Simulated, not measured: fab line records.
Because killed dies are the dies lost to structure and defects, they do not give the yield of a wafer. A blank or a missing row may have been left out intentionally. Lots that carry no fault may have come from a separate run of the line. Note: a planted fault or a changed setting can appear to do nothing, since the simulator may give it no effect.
Problem report, 8D (eight disciplines) form, completed by code + flow berkeley_cmos170 + the parts of the form that need people (team, actions taken, sign-off) are left out

== 1. PROBLEM STATEMENT ==
SILICIDE_TI_RS at UCB170_SILICIDE_RS_MEAS_02 reads a mean of 35.1 ohm/sq on 1 wafer of 1 lot; wafers without a fault read 26.2 ohm/sq with a standard deviation of 0.4. That is +22 standard deviations from the usual mean.
The step: measures by four-point-probe.
First observed at day 8 21:34: wafer L893.4, on film_metro-04. The record has a number at this step for 39 wafers belonging to 13 lots. Rule for "out", or "out of limits": more than 4 standard deviations from the usual mean. The other wafers with a number count as sound.

== 2. WHAT IT IS; WHAT IT IS NOT ==
| question                    | is               | is not                                                                                                   |
|-----------------------------|------------------|----------------------------------------------------------------------------------------------------------|
| which readings at this step | SILICIDE_TI_RS   | -                                                                                                        |
| which lots                  | L893             | L885, L887, L888, L890, L892, L898, L901, L902, L904, L905, L906, L908                                   |
| which wafers of those lots  | L893.4           | L893.5, L893.6                                                                                           |
| read on which gauges        | film_metro-04    | film_metro-01, film_metro-03                                                                             |
| when                        | from day 8 21:34 | up to then (17 sound wafers); but 21 sound wafers of L898, L901, L902, L904, L905, L906, L908 came after |

== 3. WHAT RULES OUT EACH SUSPECT ==
Counting: a tool at a process step up to the reading stays a suspect if it ran every lot that is out. Sound lots after the first of them don't rule it out here, since some wafers of a struck lot are sound.
- the gauge at UCB170_SILICIDE_RS_MEAS_02: kept. All the wafers that are out were read on film_metro-04, and no step on other tools shows them out.
- pecvd-02 at UCB170_SPACER_CVD_00 (deposits SiO2 from TEOS/O2, target thk 376 nm, time 47 s): kept. It ran the lot that is out, L893 (day 8 11:45).
- pvd_sputter-04 at UCB170_SILICIDE_SPUTTER_01 (material Ti, target thk 30 nm, time 25 s): kept. It processed L893, the lot that is out, at day 8 21:29, and its most recent sound lot before then was L890 at day 8 13:45.
- Within pecvd-02 at UCB170_SPACER_CVD_00: the wafers that are out ran in chamber 2; their sound lot-mates ran in chambers 0, 1.
The count leaves pecvd-02 at UCB170_SPACER_CVD_00, pvd_sputter-04 at UCB170_SILICIDE_SPUTTER_01, and film_metro-04 at UCB170_SILICIDE_RS_MEAS_02.

== 4. THE CAUSE (what the simulator had put in) ==
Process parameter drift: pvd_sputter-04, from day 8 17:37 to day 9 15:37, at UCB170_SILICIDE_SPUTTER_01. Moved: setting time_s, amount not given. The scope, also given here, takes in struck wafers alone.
Of the 3 suspects that counting leaves, this tool is one.

== 5. THE EFFECT CHAIN, in route order ==
Rows list readings where the struck wafers' mean (over those with a number) sits beyond 3 standard deviations from the usual. Readings are gone through only where the record gives a usual standard deviation; hours: the median, over the lots, of the time from a lot's start at the first step in this table giving one to that lot's start at this step; sigmas: the change measured in usual standard deviations.
| hours | step                        | reading         | usual       | on struck wafers | change | sigmas |
|-------|-----------------------------|-----------------|-------------|------------------|--------|--------|
| 0     | UCB170_SILICIDE_RS_MEAS_02  | SILICIDE_TI_RS  | 26.2 ohm/sq | 35.1             | +8.9   | +22    |
| 0     | UCB170_SILICIDE_THK_MEAS_03 | SILICIDE_TI_THK | 29.5 nm     | 23.0             | -6.5   | -16    |
Later steps that measure or inspect, where all struck wafers having a row at the step show a number for every such reading and not one has moved that far: UCB170_V1_THK_MEAS_04.

== 6. WHAT WOULD HAVE CAUGHT IT SOONER ==
4 hours passed between the start of the fault at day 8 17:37 and the first reading out of limits at a measuring or inspecting step in this record, taken at day 8 21:34.
Tool readings at UCB170_SILICIDE_SPUTTER_01 with a usual standard deviation given in the record: none out on any struck wafer, hence no alarm at a limit of 4 standard deviations on them.
By day 8 21:34 the whole set of lots that are out, 1 in number, had already begun UCB170_SILICIDE_SPUTTER_01 on pvd_sputter-04. A hold on the tool at that time would have spared none of them.
